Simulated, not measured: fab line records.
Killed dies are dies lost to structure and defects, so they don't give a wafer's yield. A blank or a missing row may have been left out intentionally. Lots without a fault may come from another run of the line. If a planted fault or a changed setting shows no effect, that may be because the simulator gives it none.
Which tool did it? :: flow berkeleyCmos170 :: Sampling: 7 lots, 21 wafers, 3 of 331 route steps

## WHAT THE GAUGES READ, wafer by wafer
UCB170_CONTACT_CD_MEAS_90: the cd target is 700 nm.
lot: L131
measured: day 7 05:43
on: cdSem-01
cdNm (nm): 701.8 700.9 702.2

lot: L135
measured: day 7 15:49
on: cdSem-01
cdNm (nm): 701.8 700.7 701.6

lot: L137
measured: day 8 18:19
on: cdSem-01
cdNm (nm): 698.4 697.1 699.0

lot: L142
measured: day 9 09:26
on: cdSem-01
cdNm (nm): 698.7 699.3 700.3

lot: L144
measured: day 10 02:05
on: cdSem-01
cdNm (nm): 699.0 699.1 696.6

lot: L146
measured: day 10 16:09
on: cdSem-02
cdNm (nm): 697.6 697.2 698.6

lot: L152
measured: day 11 18:44
on: cdSem-01
cdNm (nm): 701.1 700.6 702.5

## EACH LOT AND THE TOOL THAT RAN IT (in order: tool; ch and the chambers of the sampled wafers; start)
lot: L131
UCB170_NLDD_STRIP_10: plasmaAsher-04 ch 0,1, day 6 12:46
UCB170_CONTACT_RTA_08: rtpAnneal-02 ch 0, day 7 04:22

lot: L135
UCB170_NLDD_STRIP_10: plasmaAsher-01 ch 0,1, day 7 00:17
UCB170_CONTACT_RTA_08: rtpAnneal-02 ch 0, day 7 14:07

lot: L137
UCB170_NLDD_STRIP_10: plasmaAsher-04 ch 0,1, day 8 01:23
UCB170_CONTACT_RTA_08: rtpAnneal-02 ch 0, day 8 16:59

lot: L142
UCB170_NLDD_STRIP_10: plasmaAsher-04 ch 0,1, day 8 15:08
UCB170_CONTACT_RTA_08: rtpAnneal-02 ch 0, day 9 07:11

lot: L144
UCB170_NLDD_STRIP_10: plasmaAsher-03 ch 0, day 9 01:13
UCB170_CONTACT_RTA_08: rtpAnneal-01 ch 0, day 10 00:35

lot: L146
UCB170_NLDD_STRIP_10: plasmaAsher-04 ch 0,1, day 9 20:18
UCB170_CONTACT_RTA_08: rtpAnneal-02 ch 0, day 10 14:39

lot: L152
UCB170_NLDD_STRIP_10: plasmaAsher-01 ch 0,1, day 11 01:31
UCB170_CONTACT_RTA_08: rtpAnneal-02 ch 0, day 11 17:23
- UCB170_NLDD_STRIP_10: strips in O2.
- UCB170_CONTACT_RTA_08: time 10 s.

## THE ANSWER, worked out from the rows above alone
Rule: the usual values come from the lots themselves. Put in order of their means at a reading, lots are off if they are a third of the lots or fewer, leave a main group of 4 or more, and stand apart from it by a gap of 3 or more times the standard deviation of the main group's means; of several such gaps the widest counts. A main group whose means are all the same, to the digits that the tables above print for the reading, isn't used. A lot without any number at a reading at which 4 lots or more have one is off too. All remaining lots with rows at the step are treated as sound.
No lot is off on any of the readings shown, so nothing can be concluded from this.

## WHAT THE SIMULATOR PUT IN
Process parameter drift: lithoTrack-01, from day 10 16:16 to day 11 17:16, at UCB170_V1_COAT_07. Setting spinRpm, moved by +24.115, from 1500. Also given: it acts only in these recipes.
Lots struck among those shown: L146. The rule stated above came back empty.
